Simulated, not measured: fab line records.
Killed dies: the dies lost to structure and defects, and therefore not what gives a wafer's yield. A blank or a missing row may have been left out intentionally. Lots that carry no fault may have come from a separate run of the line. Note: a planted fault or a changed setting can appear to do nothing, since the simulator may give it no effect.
fab line records	flow berkeley-cmos170	part 1 of 2: steps 1 to 34 of 44
[record] lots = 6	wafers = 17	last-day = 12
route steps=331 shown SDANNEAL@205 PSD@206 NSD@207 PLDD@208 NLDD@209 SILICIDE@210 CONTACT@216 M1@238 M3@331
lots untouched by any fault: they come from a run of this same line in which no faults occurred
start-h: start of the lot's first displayed wafer, in hours after the record's first day	wait-h: how many hours have passed since the lot's step before this one	" unchanged from the row above	L1.1+2: several wafers, shown together as one row	- no value present, or no start provided	* or withheld: withheld	< > ~ a bound
route shown NAME@n: NAME is a module with steps in the file, n the number in the route of the first one	usual: mean and standard deviation over wafers with no fault	same: alike in all rows	chamber/n: place in a boat	sites: the reading at each site	_std_site: standard deviation across them	_edge_site: the outer-site mean with the inner-site mean subtracted	radius-mm: for every site, how far away it sits from the centre of the wafer	mask NAME#n: copy n	behind: tool/chamber where the wafer was last shaped	hold: cause of the lot's hold/its duration in hours/its outcome	device: the transistor (n, p or np) that didn't switch	end of line: the tests these same wafers got at the end of their route	a step with no rows: only its recipe	killed: the dies lost at the first sort to structure and to defects; this is not the yield of the wafer	map: dies across one wafer; x = killed, . = not, _ = none there
set.NAME: the setting as run; set.NAME@STEP: as run at that earlier step	model.NAME: the simulator's own value behind a step, which no gauge read
a table for each step, a row for each wafer; lots at some steps of the route
services: when a tool's chamber went out of use (start-h, in hours from the record's first day, below 0 if earlier), for how many hours, and the reason
[[steps]]
[step UCB170_SDANNEAL_RTA_01]
[recipe] temp-c = 1050	time-s = 5	ambient = N2
[step UCB170_SDANNEAL_RS_MEAS_02]
[recipe] thk-meas-gauge = four-point-probe
[usual] PSD_RS = 75.6/0.32
lot.wafer	tool	chamber	start-h	wait-h	PSD_RS[ohm/sq]
L539.3	film-metro-03	-	166.98	0.1	75.3
L539.4	"	-	"	"	75.2
L539.5	"	-	"	"	75.4
L546.2	film-metro-04	-	193.85	0.1	76.2
L546.3	"	-	"	"	75.8
L546.4	"	-	"	"	76.1
L548.1	film-metro-04	-	218.26	0.0	75.2
L548.5	"	-	"	"	75.1
L548.6	"	-	"	"	74.8
L549.1	film-metro-02	-	218.50	0.1	75.4
L549.2	"	-	"	"	75.5
L549.5	"	-	"	"	75.2
L552.4	film-metro-04	-	227.84	0.1	75.7
L552.6	"	-	"	"	76.0
L558.1	film-metro-04	-	255.97	0.0	74.9
L558.5	"	-	"	"	75.0
L558.6	"	-	"	"	74.8
[step UCB170_SDANNEAL_RS_MEAS_03]
[recipe] thk-meas-gauge = four-point-probe
[usual] NSD_RS = 37.29/0.092
lot.wafer	tool	chamber	start-h	wait-h	NSD_RS[ohm/sq]
L539.3	film-metro-03	-	167.10	0.1	37.14
L539.4	"	-	"	"	37.17
L539.5	"	-	"	"	37.18
L546.2	film-metro-04	-	193.97	0.1	37.24
L546.3	"	-	"	"	37.22
L546.4	"	-	"	"	37.17
L548.1	film-metro-04	-	218.38	0.1	37.27
L548.5	"	-	"	"	37.21
L548.6	"	-	"	"	37.18
L549.1	film-metro-02	-	218.62	0.1	37.30
L549.2	"	-	"	"	37.37
L549.5	"	-	"	"	37.36
L552.4	film-metro-04	-	227.96	0.1	37.21
L552.6	"	-	"	"	37.28
L558.1	film-metro-04	-	256.09	0.1	37.12
L558.5	"	-	"	"	37.03
L558.6	"	-	"	"	37.20
[step UCB170_SDANNEAL_RS_MEAS_04]
[recipe] thk-meas-gauge = four-point-probe
[usual] PLDD_RS = 1031.9/2.9
lot.wafer	tool	chamber	start-h	wait-h	PLDD_RS[ohm/sq]
L539.3	film-metro-03	-	167.22	0.1	1030.8
L539.4	"	-	"	"	1028.2
L539.5	"	-	"	"	1029.9
L546.2	film-metro-04	-	194.09	0.1	1033.1
L546.3	"	-	"	"	1033.9
L546.4	"	-	"	"	1031.9
L548.1	film-metro-04	-	218.50	0.1	1033.7
L548.5	"	-	"	"	1037.1
L548.6	"	-	"	"	1032.3
L549.1	film-metro-02	-	218.74	0.1	1035.6
L549.2	"	-	"	"	1037.7
L549.5	"	-	"	"	1039.7
L552.4	film-metro-04	-	228.08	0.1	1031.7
L552.6	"	-	"	"	1029.4
L558.1	film-metro-04	-	256.21	0.1	1028.7
L558.5	"	-	"	"	1027.8
L558.6	"	-	"	"	1029.2
[step UCB170_SDANNEAL_RS_MEAS_05]
[recipe] thk-meas-gauge = four-point-probe
[usual] NLDD_RS = 616.6/1.5
lot.wafer	tool	chamber	start-h	wait-h	NLDD_RS[ohm/sq]
L539.3	film-metro-03	-	167.34	0.1	615.8
L539.4	"	-	"	"	615.9
L539.5	"	-	"	"	615.7
L546.2	film-metro-04	-	194.21	0.1	615.6
L546.3	"	-	"	"	614.8
L546.4	"	-	"	"	616.4
L548.1	film-metro-04	-	218.62	0.1	617.3
L548.5	"	-	"	"	617.3
L548.6	"	-	"	"	617.5
L549.1	film-metro-02	-	218.86	0.1	616.8
L549.2	"	-	"	"	616.7
L549.5	"	-	"	"	616.4
L552.4	film-metro-04	-	228.20	0.1	617.8
L552.6	"	-	"	"	617.6
L558.1	film-metro-04	-	256.33	0.1	615.7
L558.5	"	-	"	"	614.5
L558.6	"	-	"	"	614.6
[step UCB170_SILICIDE_PRE_CLEAN_00]
[recipe] gas = Ar	preclean-etch-time-s = 60
[step UCB170_SILICIDE_SPUTTER_01]
[recipe] material = Ti	target-thk-nm = 30	time-s = 25	power-w = 1500	chamber-pressure-pa = 0.5
[step UCB170_SILICIDE_RS_MEAS_02]
[recipe] thk-meas-gauge = four-point-probe	reads = Ti_of_SILICIDE_SPUTTER_01
[usual] SILICIDE_TI_RS = 26.13/0.29
lot.wafer	tool	chamber	start-h	wait-h	SILICIDE_TI_RS[ohm/sq]
L539.3	film-metro-01	-	167.69	0.2	26.20
L539.4	"	-	"	"	26.83
L539.5	"	-	"	"	26.35
L546.2	film-metro-01	-	194.43	0.0	26.40
L546.3	"	-	"	"	26.28
L546.4	"	-	"	"	26.04
L548.1	film-metro-03	-	218.84	0.0	26.30
L548.5	"	-	"	"	25.89
L548.6	"	-	"	"	25.84
L549.1	film-metro-01	-	219.08	0.0	25.77
L549.2	"	-	"	"	25.87
L549.5	"	-	"	"	25.81
L552.4	film-metro-01	-	228.41	0.1	26.24
L552.6	"	-	"	"	26.05
L558.1	film-metro-03	-	256.55	0.0	26.00
L558.5	"	-	"	"	26.21
L558.6	"	-	"	"	26.06
[step UCB170_SILICIDE_THK_MEAS_03]
[recipe] thk-meas-gauge = xrf	reads = Ti_of_SILICIDE_SPUTTER_01
[usual] SILICIDE_TI_THK = 29.76/0.27
lot.wafer	tool	chamber	start-h	wait-h	SILICIDE_TI_THK[nm]
L539.3	film-metro-01	-	167.79	0.1	29.92
L539.4	"	-	"	"	29.50
L539.5	"	-	"	"	29.84
L546.2	film-metro-01	-	194.54	0.1	29.12
L546.3	"	-	"	"	29.21
L546.4	"	-	"	"	29.64
L548.1	film-metro-03	-	218.96	0.1	29.52
L548.5	"	-	"	"	30.07
L548.6	"	-	"	"	29.89
L549.1	film-metro-01	-	219.20	0.1	30.07
L549.2	"	-	"	"	30.09
L549.5	"	-	"	"	29.99
L552.4	film-metro-01	-	228.50	0.1	29.55
L552.6	"	-	"	"	29.89
L558.1	film-metro-03	-	256.67	0.1	29.85
L558.5	"	-	"	"	29.74
L558.6	"	-	"	"	29.75
[step UCB170_SILICIDE_RTA_04]
[recipe] temp-c = 650	time-s = 15	ambient = N2
[usual] lamp-power-pct = 12.35/0.11	wafer_temp_C_max = 652.7/0.63
lot.wafer	tool	chamber	start-h	wait-h	lamp-power-pct	wafer_temp_C_max
L539.3	rtp-anneal-02	0	167.86	0.1	12.23	652.3
L539.4	"	0	"	"	12.24	652.5
L539.5	"	0	"	"	12.23	652.2
L546.2	rtp-anneal-01	0	194.60	0.1	12.46	654.3
L546.3	"	0	"	"	12.46	652.6
L546.4	"	0	"	"	12.47	652.7
L548.1	rtp-anneal-02	0	219.02	0.1	12.24	652.4
L548.5	"	0	"	"	12.22	652.5
L548.6	"	0	"	"	12.24	652.5
L549.1	rtp-anneal-01	0	219.26	0.1	12.47	652.9
L549.2	"	0	"	"	12.44	653.9
L549.5	"	0	"	"	12.47	652.4
L552.4	rtp-anneal-02	0	228.57	0.1	12.24	652.7
L552.6	"	0	"	"	12.25	651.9
L558.1	rtp-anneal-01	0	256.73	0.1	12.45	652.5
L558.5	"	0	"	"	12.47	652.4
L558.6	"	0	"	"	12.47	652.9
[step UCB170_SILICIDE_WET_ETCH_05]
[recipe] chemistry = SPM	time-s = 45	temp-c = 120	target = Ti
[step UCB170_CONTACT_CLEAN_00]
[recipe] chemistry = SPM	temp-c = 120	time-s = 600
[step UCB170_CONTACT_CVD_01]
[recipe] material = PSG	target-thk-nm = 700	temp-c = 450	precursor = SiH4/O2/PH3	time-s = 2760	pressure-mtorr = 300	sih4-flow-sccm = 60	o2-flow-sccm = 90	ph3-flow-sccm = 25
[usual] o2-flow-sccm = 90.04/0.27
lot.wafer	tool	chamber	start-h	wait-h	o2-flow-sccm	model.PSG_of_CONTACT_CVD_01.thk-nm
L539.3	lpcvd-01	1	169.35	1.2	90.25	682
L539.4	"	1	"	"	90.31	689.5
L539.5	"	1	"	"	90.52	679.9
L546.2	lpcvd-02	1	195.47	0.6	89.87	684.7
L546.3	"	1	"	"	90.55	684.6
L546.4	"	1	"	"	90.06	685.3
L548.1	lpcvd-02	0	219.39	0.1	90.49	698.1
L548.5	"	0	"	"	90.67	693.7
L548.6	"	0	"	"	90.68	694.6
L549.1	lpcvd-01	1	220.63	1.1	90.61	719.4
L549.2	"	1	"	"	89.95	720.8
L549.5	"	1	"	"	90.27	722.8
L552.4	lpcvd-01	1	228.81	0.0	89.85	723.1
L552.6	"	1	"	"	89.93	730.7
L558.1	lpcvd-02	1	258.11	1.1	89.91	684.9
L558.5	"	1	"	"	89.58	682.9
L558.6	"	1	"	"	90.03	684.9
[step UCB170_CONTACT_THK_MEAS_02]
[recipe] reads = PSG_of_CONTACT_CVD_01
[usual] CONTACT_PSG_THK = 684/6.8
lot.wafer	tool	chamber	start-h	wait-h	CONTACT_PSG_THK[nm]
L539.3	film-metro-03	-	172.05	0.0	682
L539.4	"	-	"	"	690
L539.5	"	-	"	"	680
L546.2	film-metro-04	-	197.26	0.0	684
L546.3	"	-	"	"	684
L546.4	"	-	"	"	685
L548.1	film-metro-04	-	221.18	0.0	698
L548.5	"	-	"	"	694
L548.6	"	-	"	"	695
L549.1	film-metro-04	-	222.41	0.0	719
L549.2	"	-	"	"	721
L549.5	"	-	"	"	723
L552.4	film-metro-03	-	230.62	0.0	723
L552.6	"	-	"	"	731
L558.1	film-metro-04	-	259.90	0.0	685
L558.5	"	-	"	"	683
L558.6	"	-	"	"	685
[step UCB170_CONTACT_HMDS_03]
[recipe] prime-time-s = 60	prime-temp-c = 100
[step UCB170_CONTACT_COAT_04]
[recipe] resist = KrF	spin-rpm = 1500	resist-thk-nm = 900
[step UCB170_CONTACT_SOFTBAKE_05]
[recipe] resist = KrF	temp-c = 130	time-s = 60
[step UCB170_CONTACT_STRIP_06]
[recipe] chemistry = O2	power-w = 400	pressure-mtorr = 3500	platen-temp-c = withheld	o2-flow-sccm = 400	overash-fraction = 0.5
[usual] drypump-motor-current-A = 5.6/0.53	o2-flow-sccm = 400.1/1.1	oes-product-au = 0.735/0.0044	strip-time-to-endpoint-s = 21.97/0.066
[same] overash-fraction = 0.5
lot.wafer	tool	chamber	start-h	wait-h	drypump-motor-current-A	o2-flow-sccm	oes-product-au	rf-hours-counter-h	strip-time-to-endpoint-s
L539.3	plasma-asher-02	1	172.57	0.1	5.7	400.3	0.738	-	22.02
L539.4	"	0	"	"	5.3	400.2	0.735	-	22.00
L539.5	"	0	"	"	5.3	399.7	0.731	-	21.96
L546.2	plasma-asher-02	1	198.13	0.1	5.7	399.4	0.736	41	21.99
L546.3	"	1	"	"	5.7	399.5	0.740	-	21.95
L546.4	"	0	"	"	5.3	400.8	0.730	-	21.99
L548.1	plasma-asher-04	0	221.69	0.1	6.0	403.1	0.739	49	21.89
L548.5	"	1	"	"	4.8	403.0	0.733	-	21.91
L548.6	"	0	"	"	6.0	400.7	0.742	-	21.87
L549.1	plasma-asher-03	0	223.28	0.1	5.7	397.3	0.739	12	21.96
L549.2	"	1	"	"	6.4	400.2	0.732	12	21.97
L549.5	"	0	"	"	5.7	400.7	0.728	-	21.94
L552.4	plasma-asher-04	0	231.13	0.1	6.0	399.7	0.738	-	21.96
L552.6	"	1	"	"	4.8	399.2	0.738	-	21.86
L558.1	plasma-asher-04	1	260.41	0.1	4.8	400.7	0.738	54	21.91
L558.5	"	0	"	"	6.0	399.0	0.742	-	21.96
L558.6	"	1	"	"	4.8	400.0	0.739	-	22.03
[step UCB170_CONTACT_CLEAN_07]
[recipe] chemistry = SPM	temp-c = 120	time-s = 600
[step UCB170_CONTACT_RTA_08]
[recipe] temp-c = 900	time-s = 10	ambient = N2
[step UCB170_CONTACT_COAT_09]
[recipe] resist = BARC	temp-c = withheld	time-s = withheld	spin-rpm = 3000	resist-thk-nm = withheld
[step UCB170_CONTACT_COAT_10]
[recipe] resist = KrF	spin-rpm = 1500	resist-thk-nm = 900
[step UCB170_CONTACT_SOFTBAKE_11]
[recipe] resist = KrF	temp-c = 130	time-s = 60
[step UCB170_CONTACT_EXPOSE_12]
[recipe] mask-id = CONT	target-cd-nm = 700	na = 0.5	sigma-outer = 0.6	source-shape = conventional	dose-mj = 35
[step UCB170_CONTACT_PEB_13]
[recipe] peb-temp-c = 130	peb-time-s = withheld	resist = KrF
[step UCB170_CONTACT_DEVELOP_14]
[recipe] developer = TMAH	develop-time-s = 45	resist = KrF	dev-temp-c = 21
[step UCB170_CONTACT_CD_MEAS_15]
[recipe] target-cd-nm = 700
[usual] cd-nm = 700.3/1.5
lot.wafer	tool	chamber	start-h	wait-h	cd-nm
L539.3	cd-sem-02	-	176.63	-	699.6
L539.4	"	-	"	"	698.5
L539.5	"	-	"	"	698.8
L546.2	cd-sem-02	-	200.72	-	702.4
L546.3	"	-	"	"	700.9
L546.4	"	-	"	"	700.0
L548.1	cd-sem-02	-	223.59	-	703.0
L548.5	"	-	"	"	700.6
L548.6	"	-	"	"	700.8
L549.1	cd-sem-01	-	225.74	-	702.1
L549.2	"	-	"	"	701.0
L549.5	"	-	"	"	702.6
L552.4	cd-sem-01	-	232.45	-	700.5
L552.6	"	-	"	"	700.4
L558.1	cd-sem-02	-	262.22	-	700.1
L558.5	"	-	"	"	700.5
L558.6	"	-	"	"	702.1
[step UCB170_CONTACT_OVL_MEAS_16]
[usual] CONTACT_OVL = 0/4.8
lot.wafer	tool	chamber	start-h	wait-h	CONTACT_OVL[nm]
L539.3	overlay-02	-	176.72	0.1	8
L539.4	"	-	"	"	-1
L539.5	"	-	"	"	3
L546.2	overlay-01	-	200.82	0.1	3
L546.3	"	-	"	"	-3
L546.4	"	-	"	"	-2
L548.1	overlay-02	-	223.71	0.1	11
L548.5	"	-	"	"	9
L548.6	"	-	"	"	5
L549.1	overlay-01	-	225.86	0.1	6
L549.2	"	-	"	"	-11
L549.5	"	-	"	"	6
L552.4	overlay-01	-	232.53	0.1	2
L552.6	"	-	"	"	-1
L558.1	overlay-02	-	262.34	0.1	0
L558.5	"	-	"	"	-4
L558.6	"	-	"	"	2
[step UCB170_CONTACT_ETCH_17]
[recipe] chemistry = N2/H2	target-depth-a = withheld	overetch-a = withheld	target = BARC	time-s = withheld	source-w = 500	bias-w = 100	pressure-mtorr = 30	n2-flow-sccm = 100	h2-flow-sccm = 200
[usual] bias-w = 100.01/0.29	drypump-motor-current-A = 5.5/0.42	h2-flow-sccm = 200.1/0.65	n2-flow-sccm = 100.0/0.3	oes-product-au = 0.995/0.013	throttle-valve-pct = 13.27/0.16
lot.wafer	tool	chamber	start-h	wait-h	bias-w	drypump-motor-current-A	h2-flow-sccm	n2-flow-sccm	oes-product-au	throttle-valve-pct
L539.3	rie-diel-04	3	176.74	0.0	100.06	5.3	200.1	100.1	1.008	13.39
L539.4	"	0	"	"	99.82	5.3	200.0	99.8	0.991	13.36
L539.5	"	3	"	"	100.21	5.4	200.7	99.8	1.019	13.39
L546.2	rie-diel-02	0	200.85	0.0	100.00	5.6	200.5	100.1	0.991	13.34
L546.3	"	2	"	"	99.87	5.4	200.1	100.3	0.989	13.19
L546.4	"	3	"	"	99.86	6.0	200.7	100.2	0.981	13.11
L548.1	rie-diel-01	2	223.74	0.0	99.64	5.4	199.4	99.5	0.979	13.53
L548.5	"	2	"	"	99.86	5.4	199.6	99.5	0.995	13.53
L548.6	"	0	"	"	100.18	6.2	199.4	99.4	1.004	13.13
L549.1	rie-diel-01	0	225.90	0.0	100.31	6.2	200.1	99.8	1.012	13.15
L549.2	"	3	"	"	100.57	6.2	200.0	100.0	1.020	13.30
L549.5	"	2	"	"	100.32	5.4	199.9	100.1	0.998	13.53
L552.4	rie-diel-01	3	232.55	0.0	100.07	6.2	201.2	99.6	1.015	13.31
L552.6	"	1	"	"	99.72	5.2	199.2	99.8	0.989	13.16
L558.1	rie-diel-02	3	262.38	0.0	99.86	6.0	200.3	99.8	0.993	13.11
L558.5	"	2	"	"	99.65	5.4	200.5	99.8	0.996	13.17
L558.6	"	3	"	"	100.01	6.0	200.3	99.8	0.986	13.11
[step UCB170_CONTACT_ETCH_18]
[recipe] chemistry = CHF3/CF4/Ar	target = PSG	stop-on = TiSi2	CHF3_flow_sccm = 45	cf4-flow-sccm = 15	Ar_flow_sccm = 150	pressure-mtorr = 200	rf-w = 700	target-depth-a = 8400	over-etch-frac = 0.2	time-s = 195
[usual] cf4-flow-sccm = 15.01/0.044	drypump-motor-current-A = 5.5/0.42	oes-product-au = 0.879/0.012	throttle-valve-pct = 6.91/0.12
lot.wafer	tool	chamber	start-h	wait-h	cf4-flow-sccm	drypump-motor-current-A	oes-product-au	rf-hours-counter-h	throttle-valve-pct	model.etch.depth-nm	model.CONTACT.feature-depth-nm
L539.3	rie-diel-04	3	-	-	15.02	5.3	0.881	110	6.99	682	682
L539.4	"	0	"	"	14.99	5.3	0.872	29	6.96	689.5	689.5
L539.5	"	3	"	"	15.00	5.3	0.882	-	6.97	679.9	679.9
L546.2	rie-diel-02	0	-	-	15.04	5.5	0.895	66	7.00	684.7	684.7
L546.3	"	2	"	"	15.12	5.4	0.878	8	6.87	684.6	684.6
L546.4	"	3	"	"	14.98	6.0	0.873	11	6.79	685.3	685.3
L548.1	rie-diel-01	2	-	-	14.97	5.4	0.880	15	7.11	698.1	698.1
L548.5	"	2	"	"	14.95	5.4	0.883	-	7.12	693.7	693.7
L548.6	"	0	"	"	15.07	6.2	0.886	-	6.81	694.6	694.6
L549.1	rie-diel-01	0	-	-	15.08	6.2	0.916	100	6.80	719.4	719.4
L549.2	"	3	"	"	15.00	6.2	0.928	54	6.96	720.8	720.8
L549.5	"	2	"	"	14.97	5.4	0.907	-	7.10	722.8	722.8
L552.4	rie-diel-01	3	-	-	15.01	6.3	0.919	54	6.96	723.1	723.1
L552.6	"	1	"	"	15.05	5.2	0.917	-	6.76	730.7	730.7
L558.1	rie-diel-02	3	-	-	15.08	5.9	0.871	14	6.80	684.9	684.9
L558.5	"	2	"	"	15.05	5.4	0.878	-	6.90	682.9	682.9
L558.6	"	3	"	"	15.01	5.9	0.870	-	6.81	684.9	684.9
[step UCB170_CONTACT_STRIP_19]
[recipe] chemistry = O2	power-w = 400	pressure-mtorr = 3500	platen-temp-c = withheld	o2-flow-sccm = 400	overash-fraction = 0.5
[usual] drypump-motor-current-A = 5.6/0.47	o2-flow-sccm = 400.1/1.1	oes-product-au = 0.725/0.0052
[same] overash-fraction = 0.5
lot.wafer	tool	chamber	start-h	wait-h	drypump-motor-current-A	o2-flow-sccm	oes-product-au	rf-hours-counter-h
L539.3	plasma-asher-02	1	176.94	-	5.7	399.4	0.724	-
L539.4	"	0	"	"	5.3	403.9	0.718	-
L539.5	"	1	"	"	5.7	399.4	0.726	-
L546.2	plasma-asher-03	1	201.02	-	6.4	400.6	0.730	10
L546.3	"	0	"	"	5.7	398.7	0.723	-
L546.4	"	1	"	"	6.5	401.2	0.727	-
L548.1	plasma-asher-02	1	223.91	-	5.7	401.6	0.722	44
L548.5	"	0	"	"	5.3	400.3	0.718	-
L548.6	"	1	"	"	5.7	401.0	0.720	-
L549.1	plasma-asher-02	1	226.07	-	5.7	400.3	0.734	44
L549.2	"	0	"	"	5.3	398.4	0.724	44
L549.5	"	1	"	"	5.7	399.4	0.732	-
L552.4	plasma-asher-02	1	232.75	-	5.7	399.8	0.721	-
L552.6	"	1	"	"	5.7	399.3	0.736	-
L558.1	plasma-asher-02	1	262.55	-	5.7	401.3	0.726	50
L558.5	"	0	"	"	5.3	399.3	0.730	-
L558.6	"	1	"	"	5.7	401.8	0.724	-
[step UCB170_CONTACT_CD_MEAS_90]
[recipe] target-cd-nm = 700
[usual] cd-nm = 700.1/1.6
lot.wafer	tool	chamber	start-h	wait-h	cd-nm
L539.3	cd-sem-01	-	177.05	0.1	699.9
L539.4	"	-	"	"	698.2
L539.5	"	-	"	"	698.4
L546.2	cd-sem-02	-	201.32	0.3	700.2
L546.3	"	-	"	"	699.8
L546.4	"	-	"	"	700.4
L548.1	cd-sem-02	-	224.01	0.1	702.7
L548.5	"	-	"	"	700.4
L548.6	"	-	"	"	701.2
L549.1	cd-sem-01	-	226.17	0.1	701.9
L549.2	"	-	"	"	701.1
L549.5	"	-	"	"	702.8
L552.4	cd-sem-02	-	232.87	0.1	700.9
L552.6	"	-	"	"	699.8
L558.1	cd-sem-01	-	262.65	0.1	701.4
L558.5	"	-	"	"	700.9
L558.6	"	-	"	"	701.8
[step UCB170_CONTACT_CLEAN_20]
[recipe] chemistry = SPM	temp-c = 120	time-s = 600
[step UCB170_M1_SPUTTER_00]
[recipe] material = Al	target-thk-nm = 600	time-s = 80	power-w = 6000	chamber-pressure-pa = 0.5
[usual] cathode-dc-power-W = 6000.0/1	throttle-valve-pct = 29.7/0.92
lot.wafer	tool	chamber	start-h	wait-h	cathode-dc-power-W	throttle-valve-pct
L539.3	pvd-sputter-01	-	177.30	0.0	6001.5	28.5
L539.4	"	-	"	"	6001.0	28.9
L539.5	"	-	"	"	6001.2	28.9
L546.2	pvd-sputter-01	-	201.61	0.0	5999.2	29.0
L546.3	"	-	"	"	6000.7	29.0
L546.4	"	-	"	"	6000.6	28.8
L548.1	pvd-sputter-04	-	224.48	0.0	6001.0	31.4
L548.5	"	-	"	"	6000.0	30.8
L548.6	"	-	"	"	5999.4	29.8
L549.1	pvd-sputter-03	-	226.59	0.0	5999.1	28.9
L549.2	"	-	"	"	5998.9	28.5
L549.5	"	-	"	"	6001.1	28.7
L552.4	pvd-sputter-03	-	233.12	0.0	5999.6	29.4
L552.6	"	-	"	"	6001.5	29.2
L558.1	pvd-sputter-01	-	262.94	0.0	5999.0	29.2
L558.5	"	-	"	"	5997.9	28.7
L558.6	"	-	"	"	6001.2	28.6
[[key]]
[first-sign] step = UCB170_CONTACT_THK_MEAS_02	reading = CONTACT_PSG_THK	direction = up	sigmas = 5.8	usual = 684	struck = 724
[effect] step = UCB170_CONTACT_ETCH_18	reading = oes-product-au	direction = up	sigmas = 3.3	usual = 0.879	struck = 0.918
[model-effect] step = UCB170_CONTACT_CVD_01	value = PSG_of_CONTACT_CVD_01.thk-nm	without = 682.2	struck = 723.3
[model-effect] step = UCB170_CONTACT_ETCH_18	value = etch.depth-nm	without = 682.2	struck = 723.3
[model-effect] step = UCB170_M1_METAL_ETCH_12	value = PSG_of_CONTACT_CVD_01.thk-nm	without = 644.8	struck = 685.9
[model-effect] step = UCB170_M3_PROBE_99	value = etest.field-p-metal.vt-v	without = -58.08	struck = -60.46
met-at UCB170_CONTACT_CVD_01
struck-wafers L549.1,L549.2,L549.5,L552.4,L552.6
tester-left-out L549,L552
onset-between 169.35 220.63
[fault] kind = process-parameter-drift	tool = lpcvd-01	chamber = 1	onset-h = 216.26	steps = UCB170_CONTACT_CVD_01	channel = target-thk-nm	offset = 42	shape = step	end-h = 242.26	acts-in = these-recipes-only	stated = 700
// tester-left-out: of these lots the tester's yield and bins aren't shown, on N5 and GAA mostly nor the transistor test; their killed dies are dies lost to structure and defects alone, not to doping, threshold or leakage, so they don't give the yield
